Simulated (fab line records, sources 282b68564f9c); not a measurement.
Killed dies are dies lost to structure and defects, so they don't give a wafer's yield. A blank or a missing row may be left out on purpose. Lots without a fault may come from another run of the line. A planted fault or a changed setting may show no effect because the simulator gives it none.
A struck lot beside a sound one | flow rit_cmos | 18 steps out of a route of 202
Sound: wafers L430.2, L430.3, L430.5. Struck: wafers L435.3, L435.5, L435.6. The cause comes at the end.
At each step with rows: each side's tool, then ch and its chambers, then its first start. Under that, the readings that differ: sound wafers | struck wafers | difference of the means | sigmas: that difference in standard deviations of wafers without a fault.
alike: readings whose means differ by less than 2 such deviations, and words and numbers that are the same on both sides. not compared: withheld readings, readings that some wafer has no value for, bounds like >300 that may hide the same value, and numbers for which the record gives no deviation and whose values overlap.
The two part at a step that has a row with sigmas, a row that says differs or no value, or rows on one side only. Numbers that don't overlap but have no deviation are shown without sigmas and don't part them. A reading that every wafer of one side lacks parts them only if that side has two wafers or more.

first, 4 steps without rows for these wafers: RIT_NWELL_SOFTBAKE_02 (time 60 s); RIT_NWELL_EXPOSE_03 (exposes mask M2, target cd 43900 nm); RIT_NWELL_PEB_04; RIT_NWELL_DEVELOP_05 (develop time 68 s).
RIT_NWELL_OVL_MEAS_06:
  sound on overlay-02, day 3 13:11; struck on overlay-02, day 4 15:41
  alike: NWELL_OVL
then, 2 steps without rows for these wafers: RIT_NWELL_HARDBAKE_07 (time 120 s); RIT_NWELL_IMPLANT_08.
RIT_NWELL_STRIP_09: strips in O2, time 180 s.
  sound on plasma_asher-04 ch 0,1, day 3 13:37; struck on plasma_asher-01 ch 0,1, day 4 16:11
  alike: drypump_motor_current_A
  not compared: rf_hours_counter_h
RIT_NWELL_TW_MEAS_10:
  sound on film_metro-03, day 3 13:48; struck on film_metro-02, day 4 16:19
  reading  | sound          | struck         | difference | sigmas
  NWELL_TW | 2167 2173 2172 | 2115 2112 2112 | -58        | -2
then, 3 steps without rows for these wafers: RIT_PWELL_HMDS_00 (prime time 60 s); RIT_PWELL_COAT_01 (resist thk 1300 nm); RIT_PWELL_SOFTBAKE_02 (time 60 s).
RIT_PWELL_EXPOSE_03: exposes mask M3, target cd 43700 nm.
  sound on iline_stepper-01 ch 0, day 3 14:27; struck on iline_stepper-02 ch 0, day 4 16:50
  reading                       | sound                | struck            | difference | sigmas
  model.PWELL.overlay_x_nm (nm) | 0.2283 0.2283 0.2283 | 360.6 360.6 360.6 | +360.4     |
  alike: mask
then, 2 steps without rows for these wafers: RIT_PWELL_PEB_04; RIT_PWELL_DEVELOP_05 (develop time 68 s).
RIT_PWELL_OVL_MEAS_06:
  sound on overlay-01, day 3 14:56; struck on overlay-02, day 4 17:14
  reading        | sound         | struck            | difference | sigmas
  PWELL_OVL (nm) | -0.2 0.9 -1.8 | 359.6 360.6 359.7 | +360.3     | +99 or more
then, 1 step without rows for these wafers: RIT_PWELL_HARDBAKE_07 (time 120 s).
RIT_M1_PROBE_99:
  sound on prober-02, day 5 03:58; struck on prober-01, day 6 07:10
  reading                                 | sound             | struck            | difference | sigmas
  model.etest.well_edge_left.line_ohm_um  | 180.8 183.5 181.5 | 216.5 216.5 217   | +34.7      |
  model.etest.well_edge_right.line_ohm_um | 182.6 185 181.1   | 162.9 162.1 162.8 | -20.3      |
  model.etest.iso_nwell_nwell.bv_v (V)    | 22.15 21.78 21.32 | 19.89 19.66 19.89 | -1.94      |
  alike: killed_at_contacts, killed_at_front_end, killed_dies, killed_open, killed_short
  not compared: model.etest.iso_nplus_nwell.lateral_log10_a_um

WHERE THEY PART
First at RIT_NWELL_TW_MEAS_10; last, within this record, at RIT_PWELL_OVL_MEAS_06. Later steps at which nothing parts them and some readings are alike: RIT_M1_PROBE_99.

WHY: what the simulator had put in
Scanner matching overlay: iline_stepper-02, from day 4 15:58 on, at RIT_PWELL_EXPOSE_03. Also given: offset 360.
